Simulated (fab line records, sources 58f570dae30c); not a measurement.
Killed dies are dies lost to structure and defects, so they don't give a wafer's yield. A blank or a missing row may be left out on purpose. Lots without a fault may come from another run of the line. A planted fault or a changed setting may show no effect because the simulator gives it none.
Which tool did it? | flow berkeley_cmos170 | 6 lots, 18 wafers sampled, at 2 steps of a route of 331

WHAT THE GAUGES READ, wafer by wafer
UCB170_M3_RS_MEAS_02: measures by four-point-probe.
lot  | measured     | on            | M3_AL_RS (ohm/sq)
L889 | day 8 06:59  | film_metro-02 | 0.0320 0.0323 0.0320
L891 | day 8 19:10  | film_metro-02 | 0.0318 0.0318 0.0319
L893 | day 9 11:55  | film_metro-01 | 0.0322 0.0320 0.0317
L895 | day 10 04:55 | film_metro-01 | 0.0319 0.0321 0.0321
L898 | day 10 03:40 | film_metro-04 | 0.0318 0.0317 0.0319
L907 | day 12 06:52 | film_metro-04 | 0.0312 0.0322 0.0316

WHICH TOOL RAN EACH LOT (tool, then ch and the chambers of the sampled wafers, then the start)
lot  | UCB170_GATE_CVD_04
L889 | lpcvd-02 ch 0, day 6 15:05
L891 | lpcvd-02 ch 1, day 7 04:29
L893 | lpcvd-02 ch 0, day 7 19:13
L895 | lpcvd-02 ch 1, day 8 14:01
L898 | lpcvd-02 ch 1, day 8 14:01
L907 | lpcvd-01 ch 0, day 10 20:32
- UCB170_GATE_CVD_04: deposits poly-Si from SiH4, time 1440 s, target thk 214 nm.

THE ANSWER, worked out from the rows above alone
Rule: what is usual is taken from the lots themselves. Put in order of their means at a reading, lots are off if they are a third of the lots or fewer, leave a main group of 4 or more, and stand apart from it by a gap of 3 or more times the standard deviation of the main group's means; of several such gaps the widest counts. A main group whose means are all the same, to the digits that the tables above print for the reading, isn't used. A lot without any number at a reading at which 4 lots or more have one is off too. The other lots that the step has rows for count as sound.
No lot is off at any reading shown: from this, nothing can be told.

WHAT THE SIMULATOR HAD PUT IN
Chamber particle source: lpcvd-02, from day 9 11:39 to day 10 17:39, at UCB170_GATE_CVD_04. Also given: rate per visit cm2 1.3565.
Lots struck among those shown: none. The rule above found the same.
